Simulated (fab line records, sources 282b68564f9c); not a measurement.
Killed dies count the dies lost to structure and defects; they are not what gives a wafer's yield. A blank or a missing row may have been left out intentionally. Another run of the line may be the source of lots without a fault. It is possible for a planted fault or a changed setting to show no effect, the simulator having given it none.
Which tool did it? -- flow rit cmos -- 6 lots, 18 wafers sampled, at 2 steps of a route of 202

## WHAT EACH GAUGE READ, for each wafer
RIT_NSD_TW_MEAS_10.
lot,measured,on,NSD_TW
L909,day 3 15:08,film metro-03,3167 3168 3176
L910,day 4 03:07,film metro-02,3143 3112 3120
L912,day 4 12:16,film metro-02,3128 3126 3120
L915,day 5 06:56,film metro-01,3089 3101 3107
L920,day 6 08:32,film metro-01,3317 3331 3324
L927,day 7 16:35,film metro-02,3133 3128 3143

## EACH LOT AND THE TOOL THAT RAN IT (in order: tool; ch and the chambers of the sampled wafers; start)
lot,RIT_NSD_IMPLANT_08
L909,"implanter-04 ch 0, day 3 14:50"
L910,"implanter-04 ch 0, day 4 02:48"
L912,"implanter-02 ch 0, day 4 11:56"
L915,"implanter-01 ch 0, day 5 06:36"
L920,"implanter-01 ch 0, day 6 08:13"
L927,"implanter-02 ch 0, day 7 16:16"
- RIT_NSD_IMPLANT_08

## THE ANSWER, worked out from the rows above alone
Rule: the usual values come from the lots themselves. The widest of any qualifying gaps counts: lots, ordered by their means at a reading, are off when they make up no more than a third of the lots, leave a main group of 4 or more, and stand apart from it by 3 or more times the standard deviation of that group's means. If all means in a main group match to the digits the tables above print for the reading, that group is not used. Also off: a lot with no number at a reading for which 4 or more lots have one. All remaining lots with rows at the step are treated as sound.
Off: L920, at RIT_NSD_TW_MEAS_10 (NSD_TW). Main group: mean 3131, sd 23.
If a tool, at a process step before that reading, ran all the lots that are off and no sound lot after the first of them, it fits. Gauges at RIT_NSD_TW_MEAS_10: tried the same way as those tools. 2 tools fit, implanter-01 at RIT_NSD_IMPLANT_08 and film metro-01 at RIT_NSD_TW_MEAS_10, so this cannot tell which one it is.

## WHAT THE SIMULATOR HAD INSERTED
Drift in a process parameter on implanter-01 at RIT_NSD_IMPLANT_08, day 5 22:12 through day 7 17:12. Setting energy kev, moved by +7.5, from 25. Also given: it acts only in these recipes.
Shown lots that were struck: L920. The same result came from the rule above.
